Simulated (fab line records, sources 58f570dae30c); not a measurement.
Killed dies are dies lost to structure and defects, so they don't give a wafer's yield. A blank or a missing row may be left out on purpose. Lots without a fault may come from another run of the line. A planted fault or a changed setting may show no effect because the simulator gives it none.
Split-lot experiment | flow berkeley_cmos170 | 5 lots, 23 wafers read, on a route of 331 steps

THE SPLIT
At UCB170_M1_EXPOSE_06 (exposes mask METAL1, target cd 700 nm), the setting dose_mj was moved away from the recipe's 21 on 8 of the 23 wafers read, by -7.4% to +3.3%. The other wafers ran this setting at the recipe's value.

FROM THE SPLIT TO THE READING: what the file shows between them, 6 steps
- UCB170_M1_PEB_07
- UCB170_M1_DEVELOP_08: develop time 45 s
- UCB170_M1_CD_MEAS_09: target cd 700 nm
- UCB170_M1_ETCH_11: etches BARC in N2/H2
- UCB170_M1_METAL_ETCH_12: etches Al in Cl2/BCl3, stops on PSG, target depth 780 nm, time 130 s
- UCB170_M1_STRIP_13: strips in O2

THE READING
cd_nm, in nm, at UCB170_M1_CD_MEAS_90 (target cd 700 nm). Fault-free wafers of this fab line usually give 699.3 nm, standard deviation 2.5 nm.

wafer  | tool, chamber at the split | dose_mj as run | against the recipe | cd_nm, nm | against lot-mates on the recipe
L076.1 | krf_scanner-01, 0          | 19.44          | -7.4%              | 711.6     | +11.9
L076.2 | krf_scanner-01, 0          | 21             | recipe             | 700.5     | -
L076.3 | krf_scanner-01, 0          | 19.44          | -7.4%              | 715.9     | +16.2
L076.4 | krf_scanner-01, 0          | 21             | recipe             | 698.9     | -
L076.6 | krf_scanner-01, 0          | 19.44          | -7.4%              | 713.2     | +13.5
L077.1 | krf_scanner-02, 0          | 21.55          | +2.6%              | 697.1     | -5.1
L077.2 | krf_scanner-02, 0          | 21.55          | +2.6%              | 697.0     | -5.2
L077.4 | krf_scanner-02, 0          | 21.55          | +2.6%              | 697.7     | -4.5
L077.5 | krf_scanner-02, 0          | 21             | recipe             | 702.9     | -
L077.6 | krf_scanner-02, 0          | 21             | recipe             | 701.6     | -
L078.1 | krf_scanner-02, 0          | 21.69          | +3.3%              | 690.0     | -8.0
L078.2 | krf_scanner-02, 0          | 21             | recipe             | 699.9     | -
L078.4 | krf_scanner-02, 0          | 21             | recipe             | 694.4     | -
L078.5 | krf_scanner-02, 0          | 21             | recipe             | 699.7     | -
L078.6 | krf_scanner-02, 0          | 21.69          | +3.3%              | 689.4     | -8.6
L082.1 | krf_scanner-02, 0          | 21             | recipe             | 701.1     | -
L082.3 | krf_scanner-02, 0          | 21             | recipe             | 701.6     | -
L082.4 | krf_scanner-02, 0          | 21             | recipe             | 702.1     | -
L083.1 | krf_scanner-01, 0          | 21             | recipe             | 697.1     | -
L083.3 | krf_scanner-01, 0          | 21             | recipe             | 697.8     | -
L083.4 | krf_scanner-01, 0          | 21             | recipe             | 696.5     | -
L083.5 | krf_scanner-01, 0          | 21             | recipe             | 694.4     | -
L083.6 | krf_scanner-01, 0          | 21             | recipe             | 697.5     | -

THE FIT
A straight line over all 23 wafers: cd_nm changes by -1.91 nm for each +1% of dose_mj; r = -0.91; the points scatter about the line by 2.8 nm.
The same after taking each lot's own level away (the mean of its wafers on the recipe; 23 wafers): -1.95 nm for each +1%; r = -0.97; scatter 1.5 nm.
On that fit, the largest move of dose_mj shifts the reading by 14 nm.
The lots' own levels span 696.66 to 702.25 nm, that is 2.2 times the standard deviation above.
So the lot-to-lot level changes the slope little: the two slopes agree.
Check: with one of the wafers moved furthest among these (-7.4%) left out of the fit, the line predicts +15.2 nm for it against its lot-mates. It came out at +11.9 nm against them.

THE WHOLE CHAIN: every reading that the file lists as answering this split, in the file's order
step                    | what it does                                                         | reading                                                   | change (the file's fit)              | r (the file's)
UCB170_M1_CD_MEAS_09    | target cd 700 nm                                                     | cd_nm                                                     | -1.88 nm for each +1% of the setting | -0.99
UCB170_M1_ETCH_11       | etches BARC in N2/H2                                                 | M1.cd_nm (the simulator's own value, which no gauge read) | -1.86 nm for each +1% of the setting | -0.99
UCB170_M1_METAL_ETCH_12 | etches Al in Cl2/BCl3, stops on PSG, target depth 780 nm, time 130 s | M1.cd_nm (the simulator's own value, which no gauge read) | -1.97 nm for each +1% of the setting | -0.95
UCB170_M1_CD_MEAS_90    | target cd 700 nm                                                     | cd_nm                                                     | -1.97 nm for each +1% of the setting | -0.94

THE FILE'S OWN FIT
cd_nm changes by -1.97 nm for each +1% of dose_mj, r = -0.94.
